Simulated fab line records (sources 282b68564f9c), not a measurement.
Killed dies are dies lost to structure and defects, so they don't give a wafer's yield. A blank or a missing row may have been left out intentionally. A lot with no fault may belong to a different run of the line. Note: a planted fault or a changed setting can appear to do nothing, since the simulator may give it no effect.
What tool caused it? -- flow rit-cmos -- 15 lots with 45 wafers sampled at 5 steps, on a route of 202 steps

WHAT THE GAUGES READ, wafer by wafer
RIT_NRETRO_TW_MEAS_10. Usual: NRETRO_TW typically reads 1048, with standard deviation 14.
lot,measured,on,NRETRO_TW,flag
L631,day 2 07:09,film-metro-02,1054 1051 1054,
L632,day 2 13:17,film-metro-01,1051 1052 1055,
L635,day 3 04:05,film-metro-02,1052 1046 1049,
L636,day 3 07:47,film-metro-04,1027 1031 1032,
L637,day 3 15:08,film-metro-04,1027 1030 1025,
L640,day 4 04:26,film-metro-04,1034 1032 1029,
L643,day 4 20:40,film-metro-02,1042 1044 1046,
L644,day 5 04:24,film-metro-01,1093 1094 1092,OFF
L646,day 5 12:13,film-metro-01,1093 1099 1097,OFF
L647,day 5 17:25,film-metro-01,1095 1094 1092,OFF
L649,day 6 00:32,film-metro-01,1055 1050 1053,
L650,day 6 08:28,film-metro-04,1026 1024 1019,
L651,day 6 14:55,film-metro-01,1054 1056 1061,
L652,day 6 16:57,film-metro-02,1060 1061 1060,
L654,day 7 04:29,film-metro-04,1030 1021 1028,

RIT_SILICIDE_RS_MEAS_02: the measuring method here is four-point-probe. Usual: SILICIDE_TI_RS typically reads 46.0 ohm/sq, with standard deviation 0.55.
lot,measured,on,SILICIDE_TI_RS (ohm/sq),flag
L631,day 3 02:47,film-metro-01,46.3 45.6 46.4,
L632,day 3 11:10,film-metro-03,46.3 45.9 47.5,
L635,day 4 04:06,film-metro-01,45.8 46.1 46.5,
L636,day 4 07:26,film-metro-03,45.4 46.0 45.7,
L637,day 4 16:47,film-metro-03,46.5 46.9 46.7,
L640,day 5 01:42,film-metro-01,46.2 46.7 46.6,
L643,day 5 20:11,film-metro-03,46.4 46.7 46.3,
L644,day 6 00:07,film-metro-04,46.9 47.2 46.5,
L646,day 6 11:31,film-metro-03,44.3 44.8 45.0,
L647,day 6 17:49,film-metro-04,46.3 45.9 45.5,
L649,day 6 21:36,film-metro-01,45.8 46.1 46.5,
L650,day 7 07:20,film-metro-04,46.5 46.1 45.6,
L651,day 7 10:39,film-metro-03,46.4 45.8 45.0,
L652,day 7 13:04,film-metro-04,45.5 46.1 45.8,
L654,day 8 01:27,film-metro-03,44.9 45.5 45.6,

EACH LOT AND THE TOOL THAT RAN IT (in order: tool; ch and the chambers of the sampled wafers; start)
lot,RIT_NRETRO_IMPLANT_08,RIT_NRETRO_STRIP_09,RIT_SILICIDE_SPUTTER_01
L631,"implanter-03 ch 0, day 2 06:50","plasma-asher-02 ch 1, day 2 06:58","pvd-sputter-03, day 3 02:37"
L632,"implanter-03 ch 0, day 2 12:59","plasma-asher-01 ch 0,1, day 2 13:06","pvd-sputter-04, day 3 10:59"
L635,"implanter-01 ch 0, day 3 03:47","plasma-asher-02 ch 0,1, day 3 03:56","pvd-sputter-04, day 4 03:55"
L636,"implanter-02 ch 0, day 3 07:29","plasma-asher-02 ch 0,1, day 3 07:36","pvd-sputter-02, day 4 07:16"
L637,"implanter-03 ch 0, day 3 14:49","plasma-asher-04 ch 0,1, day 3 14:56","pvd-sputter-04, day 4 16:37"
L640,"implanter-02 ch 0, day 4 04:07","plasma-asher-01 ch 0,1, day 4 04:14","pvd-sputter-03, day 5 01:32"
L643,"implanter-03 ch 0, day 4 20:22","plasma-asher-04 ch 0,1, day 4 20:32","pvd-sputter-04, day 5 19:59"
L644,"implanter-02 ch 0, day 5 03:58","plasma-asher-02 ch 0, day 5 04:13","pvd-sputter-02, day 5 23:56"
L646,"implanter-02 ch 0, day 5 11:55","plasma-asher-01 ch 0,1, day 5 12:04","pvd-sputter-02, day 6 11:20"
L647,"implanter-02 ch 0, day 5 17:05","plasma-asher-01 ch 0,1, day 5 17:14","pvd-sputter-04, day 6 17:40"
L649,"implanter-01 ch 0, day 6 00:12","plasma-asher-02 ch 0,1, day 6 00:21","pvd-sputter-04, day 6 21:27"
L650,"implanter-03 ch 0, day 6 08:08","plasma-asher-01 ch 0,1, day 6 08:17","pvd-sputter-02, day 7 07:11"
L651,"implanter-01 ch 0, day 6 14:35","plasma-asher-02 ch 0,1, day 6 14:44","pvd-sputter-04, day 7 10:30"
L652,"implanter-03 ch 0, day 6 16:39","plasma-asher-04 ch 0,1, day 6 16:49","pvd-sputter-03, day 7 12:52"
L654,"implanter-01 ch 0, day 7 04:11","plasma-asher-04 ch 0,1, day 7 04:20","pvd-sputter-02, day 8 01:16"
- RIT_NRETRO_IMPLANT_08
- RIT_NRETRO_STRIP_09: strips in O2, time 180 s.
- RIT_SILICIDE_SPUTTER_01: material Ti, target thk 30 nm, time 248.2 s.

WHAT THE TOOLS THEMSELVES READ (means of the sampled wafers that have a number; where no wafer has one, the mark that the record gives instead)
RIT_NRETRO_IMPLANT_08. Usual: 70.001 for beam-energy-keV, sd 0.022.
lot,tool,beam-energy-keV,flag
L631,implanter-03,70.036,
L632,implanter-03,69.993,
L635,implanter-01,69.991,
L636,implanter-02,70.005,
L637,implanter-03,70.003,
L640,implanter-02,69.988,
L643,implanter-03,69.998,
L644,implanter-02,79.084,OFF
L646,implanter-02,79.088,OFF
L647,implanter-02,79.071,OFF
L649,implanter-01,69.982,
L650,implanter-03,70.001,
L651,implanter-01,70.015,
L652,implanter-03,70.005,
L654,implanter-01,69.984,

RIT_NRETRO_STRIP_09. Usual: drypump-motor-current-A 5.6 A, standard deviation 0.66; o2-flow-sccm 4001 sccm, standard deviation 12.
lot,tool,drypump-motor-current-A (A),o2-flow-sccm (sccm),flag
L631,plasma-asher-02,5.1,4005,
L632,plasma-asher-01,5.4,3989,
L635,plasma-asher-02,5.3,4004,
L636,plasma-asher-02,5.3,4008,
L637,plasma-asher-04,6.3,3995,
L640,plasma-asher-01,5.9,4008,
L643,plasma-asher-04,6.2,4003,
L644,plasma-asher-02,5.3,4011,
L646,plasma-asher-01,5.9,3992,
L647,plasma-asher-01,5.4,4005,
L649,plasma-asher-02,5.2,3991,
L650,plasma-asher-01,5.4,4010,
L651,plasma-asher-02,5.2,4003,
L652,plasma-asher-04,5.8,3993,
L654,plasma-asher-04,5.8,3991,

RIT_SILICIDE_SPUTTER_01. Usual: substrate-temp-c 25.00 C, standard deviation 0.11; throttle-valve-pct 29.7 %, standard deviation 0.72.
lot,tool,substrate-temp-c (C),throttle-valve-pct (%),flag
L631,pvd-sputter-03,24.95,30.0,
L632,pvd-sputter-04,25.01,29.7,
L635,pvd-sputter-04,25.02,29.5,
L636,pvd-sputter-02,25.06,30.0,
L637,pvd-sputter-04,25.02,29.0,
L640,pvd-sputter-03,25.03,29.5,
L643,pvd-sputter-04,24.98,29.3,
L644,pvd-sputter-02,24.87,30.0,
L646,pvd-sputter-02,25.07,30.1,
L647,pvd-sputter-04,25.00,29.1,
L649,pvd-sputter-04,25.08,29.2,
L650,pvd-sputter-02,24.92,30.1,
L651,pvd-sputter-04,24.98,29.5,
L652,pvd-sputter-03,24.94,30.3,
L654,pvd-sputter-02,25.05,30.1,

THE ANSWER, worked out from the rows above alone
Rule: a lot is off if the mean of its wafers that have a number lies more than 3 standard deviations from the usual mean. Also off: a lot with no number at a reading for which 4 or more lots have one. Any other lot the step has rows for is counted as sound. After the gauges, taken in route order, come the tools' own readings; for these a lot's mean is taken, as printed above. At the first step where some lot is off, the reading lying furthest off is the one used; lots without a number count as furthest.
Off: L644, L646, L647, at RIT_NRETRO_TW_MEAS_10 (NRETRO_TW).
A tool fits if, at a process step before that reading, it ran every lot that is off, and no sound lot after the first of them. The gauges at RIT_NRETRO_TW_MEAS_10 aren't tried: what is off there is off at RIT_NRETRO_IMPLANT_08 too, on other tools, and a gauge's error can't cause that. One fits: RIT_NRETRO_IMPLANT_08 on implanter-02. Its last sound lot is L640 (day 4 04:07), its first lot that is off L644 (day 5 03:58): a fault that began between those two fits.
On the lots that are off, the tool's own readings at RIT_NRETRO_IMPLANT_08 differ by more than 5 times the standard deviation of the sound lots' means, which bears it out; beam-energy-keV reads 79.081 there versus 70.000 on the sound lots.

WHAT HAD BEEN PUT IN BY THE SIMULATOR
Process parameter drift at RIT_NRETRO_IMPLANT_08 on implanter-02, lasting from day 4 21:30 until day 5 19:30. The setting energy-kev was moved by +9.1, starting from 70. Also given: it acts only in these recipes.
Shown lots that were struck: L644, L646, L647. Same finding as the rule above.
